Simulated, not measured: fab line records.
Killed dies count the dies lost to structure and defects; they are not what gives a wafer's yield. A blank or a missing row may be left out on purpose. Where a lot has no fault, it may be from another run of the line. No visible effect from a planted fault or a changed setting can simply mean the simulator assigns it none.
What tool caused it? || flow berkeley cmos170 || Sampling: 7 lots, 21 wafers, 4 of 331 route steps

WHAT THE GAUGES READ, wafer by wafer
UCB170_M2_CD_MEAS_90 targets a cd of 700 nm.
{"lot": "L218", "measured": "day 8 20:56", "on": "cd sem-01", "cd nm (nm)": "694.8 696.0 697.9"}
{"lot": "L224", "measured": "day 9 22:51", "on": "cd sem-02", "cd nm (nm)": "699.8 699.9 698.4"}
{"lot": "L220", "measured": "day 10 01:59", "on": "cd sem-02", "cd nm (nm)": "700.1 698.9 699.5"}
{"lot": "L226", "measured": "day 10 02:06", "on": "cd sem-02", "cd nm (nm)": "704.0 702.5 703.2"}
{"lot": "L231", "measured": "day 11 11:10", "on": "cd sem-02", "cd nm (nm)": "697.1 698.4 698.9"}
{"lot": "L240", "measured": "day 12 14:22", "on": "cd sem-02", "cd nm (nm)": "700.9 701.5 699.4"}
{"lot": "L236", "measured": "day 12 19:01", "on": "cd sem-01", "cd nm (nm)": "696.5 697.8 698.4"}

WHICH TOOL RAN EACH LOT (tool, then ch and the chambers of the sampled wafers, then the start)
{"lot": "L218", "UCB170_CONTACT_STRIP_19": "plasma asher-03 ch 0,1, day 8 08:19", "UCB170_M2_METAL_ETCH_18": "rie metal-04 ch 0,1, day 8 20:39", "UCB170_M2_STRIP_19": "plasma asher-02 ch 0,1, day 8 20:50"}
{"lot": "L224", "UCB170_CONTACT_STRIP_19": "plasma asher-01 ch 0,1, day 9 12:04", "UCB170_M2_METAL_ETCH_18": "rie metal-03 ch 0,1, day 9 22:34", "UCB170_M2_STRIP_19": "plasma asher-04 ch 0,1, day 9 22:45"}
{"lot": "L220", "UCB170_CONTACT_STRIP_19": "plasma asher-01 ch 0,1, day 9 12:23", "UCB170_M2_METAL_ETCH_18": "rie metal-04 ch 0,1, day 10 01:44", "UCB170_M2_STRIP_19": "plasma asher-03 ch 0,1, day 10 01:53"}
{"lot": "L226", "UCB170_CONTACT_STRIP_19": "plasma asher-01 ch 0,1, day 9 12:40", "UCB170_M2_METAL_ETCH_18": "rie metal-02 ch 0,1, day 10 01:49", "UCB170_M2_STRIP_19": "plasma asher-03 ch 0,1, day 10 02:00"}
{"lot": "L231", "UCB170_CONTACT_STRIP_19": "plasma asher-01 ch 0,1, day 11 00:24", "UCB170_M2_METAL_ETCH_18": "rie metal-04 ch 0, day 11 10:51", "UCB170_M2_STRIP_19": "plasma asher-03 ch 0, day 11 11:02"}
{"lot": "L240", "UCB170_CONTACT_STRIP_19": "plasma asher-03 ch 0,1, day 12 05:17", "UCB170_M2_METAL_ETCH_18": "rie metal-02 ch 0,1, day 12 14:01", "UCB170_M2_STRIP_19": "plasma asher-03 ch 0,1, day 12 14:13"}
{"lot": "L236", "UCB170_CONTACT_STRIP_19": "plasma asher-04 ch 0,1, day 12 07:58", "UCB170_M2_METAL_ETCH_18": "rie metal-02 ch 0,1, day 12 18:44", "UCB170_M2_STRIP_19": "plasma asher-02 ch 0,1, day 12 18:55"}
- UCB170_CONTACT_STRIP_19: strips in O2.
- UCB170_M2_METAL_ETCH_18: etches Al in Cl2/BCl3, stops on SiO2, target depth 1170 nm, time 195 s.
- UCB170_M2_STRIP_19: strips in O2.

THE ANSWER, worked out from the rows above alone
Rule: usual is defined by the lots themselves. Put in order of their means at a reading, lots are off if they are a third of the lots or fewer, leave a main group of 4 or more, and stand apart from it by a gap of 3 or more times the standard deviation of the main group's means; of several such gaps the widest counts. The tables above print the reading to a certain number of digits; a main group whose means all agree to those digits is not used. A lot without any number at a reading at which 4 lots or more have one is off too. Any other lot the step has rows for is counted as sound.
Nothing can be told from this: no lot is off at any reading shown.

WHAT HAD BEEN PUT IN BY THE SIMULATOR
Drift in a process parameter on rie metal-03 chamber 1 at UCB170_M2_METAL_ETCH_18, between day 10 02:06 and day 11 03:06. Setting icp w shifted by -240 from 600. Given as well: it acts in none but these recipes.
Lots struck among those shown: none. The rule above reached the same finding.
